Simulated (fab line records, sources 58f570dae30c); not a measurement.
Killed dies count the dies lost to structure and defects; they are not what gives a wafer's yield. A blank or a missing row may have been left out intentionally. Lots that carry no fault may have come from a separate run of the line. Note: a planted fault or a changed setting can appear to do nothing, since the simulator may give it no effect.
Which of the tools did it? | flow berkeleyCmos170 | 42 wafers from 14 lots sampled at 3 of the route's 331 steps

== WHAT EACH GAUGE READ, for each wafer ==
UCB170_V2_BOW_MEAS_03.
lot  | measured     | on           | V2_BOW (um)
L607 | day 8 18:18  | filmMetro-02 | 23 29 32
L611 | day 9 02:16  | filmMetro-01 | 27 45 29
L609 | day 9 03:02  | filmMetro-04 | 36 39 29
L613 | day 9 20:26  | filmMetro-01 | 32 31 27
L617 | day 10 08:17 | filmMetro-04 | 32 37 32
L619 | day 10 20:59 | filmMetro-02 | 42 37 38
L622 | day 11 17:25 | filmMetro-02 | 30 47 33
L623 | day 11 18:37 | filmMetro-02 | 37 45 49
L620 | day 11 19:13 | filmMetro-01 | 37 42 25
L621 | day 11 22:47 | filmMetro-04 | 37 48 38
L626 | day 12 10:04 | filmMetro-04 | 25 28 37
L630 | day 12 23:41 | filmMetro-04 | 49 33 31
L628 | day 13 00:47 | filmMetro-02 | 35 44 41
L629 | day 13 16:02 | filmMetro-02 | 49 31 42

UCB170_V2_CD_MEAS_12: the cd target is 700 nm.
lot  | measured     | on       | cdNm (nm)
L607 | day 8 19:41  | cdSem-01 | 698.3 698.8 699.1
L611 | day 9 03:28  | cdSem-02 | 699.8 701.4 701.7
L609 | day 9 04:21  | cdSem-02 | 700.9 700.4 701.2
L613 | day 9 22:02  | cdSem-01 | 701.8 701.5 702.0
L617 | day 10 10:26 | cdSem-02 | 698.4 699.2 699.6
L619 | day 11 00:59 | cdSem-02 | 701.3 699.9 699.8
L622 | day 11 18:53 | cdSem-02 | 699.3 700.5 699.7
L623 | day 11 20:23 | cdSem-02 | 697.5 699.0 699.3
L620 | day 11 20:59 | cdSem-01 | 699.6 699.4 701.4
L621 | day 12 00:15 | cdSem-01 | 698.9 699.0 698.3
L626 | day 12 11:57 | cdSem-01 | 700.2 699.6 699.5
L630 | day 13 01:02 | cdSem-01 | 702.8 702.0 702.7
L628 | day 13 01:58 | cdSem-02 | 696.4 697.1 696.6
L629 | day 13 17:32 | cdSem-01 | 698.6 699.5 699.8

UCB170_M3_CD_MEAS_15: the cd target is 700 nm.
lot  | measured     | on       | cdNm (nm)
L607 | day 8 22:31  | cdSem-01 | 699.9 699.8 700.0
L611 | day 9 06:05  | cdSem-01 | 699.9 701.1 701.5
L609 | day 9 06:56  | cdSem-02 | 701.6 701.0 700.5
L613 | day 10 00:56 | cdSem-02 | 701.2 699.9 700.8
L617 | day 10 13:24 | cdSem-01 | 699.6 700.3 700.3
L619 | day 11 03:39 | cdSem-02 | 697.8 698.9 699.5
L622 | day 11 21:58 | cdSem-02 | 699.6 699.6 700.4
L623 | day 12 00:27 | cdSem-01 | 700.2 700.9 700.9
L620 | day 12 00:43 | cdSem-01 | 698.9 699.5 699.8
L621 | day 12 02:53 | cdSem-01 | 699.5 699.7 700.6
L626 | day 12 15:02 | cdSem-02 | 701.6 700.8 701.1
L630 | day 13 03:40 | cdSem-01 | 698.2 698.3 699.0
L628 | day 13 04:52 | cdSem-02 | 701.2 700.3 700.6
L629 | day 13 20:14 | cdSem-02 | 696.5 697.6 696.7

== WHICH TOOL RAN EACH LOT (tool, then ch and the chambers of the sampled wafers, then the start) ==
There is no process step in the record ahead of these readings.

== AS READ BY THE TOOLS THEMSELVES (means over the sampled wafers that have a number; for cases with no such wafer, the mark the record gives instead) ==
The record holds no such reading with a usual standard deviation.

== THE ANSWER, worked out from the rows above alone ==
Rule: the lots themselves supply what counts as usual. Put in order of their means at a reading, lots are off if they are a third of the lots or fewer, leave a main group of 4 or more, and stand apart from it by a gap of 3 or more times the standard deviation of the main group's means; of several such gaps the widest counts. Not used: any main group whose means are identical at the precision the tables above print for the reading. Also off: a lot with no number at a reading for which 4 or more lots have one. All remaining lots with rows at the step are treated as sound. Order of review: gauges by route order, followed by the tools' own readings, for which a lot's mean as printed above is used. At the first step where some lot is off, the reading lying furthest off is the one used; lots without a number count as furthest.
Across all readings shown, no lot is off: no conclusion can be drawn from this.

== WHAT THE SIMULATOR HAD PUT IN ==
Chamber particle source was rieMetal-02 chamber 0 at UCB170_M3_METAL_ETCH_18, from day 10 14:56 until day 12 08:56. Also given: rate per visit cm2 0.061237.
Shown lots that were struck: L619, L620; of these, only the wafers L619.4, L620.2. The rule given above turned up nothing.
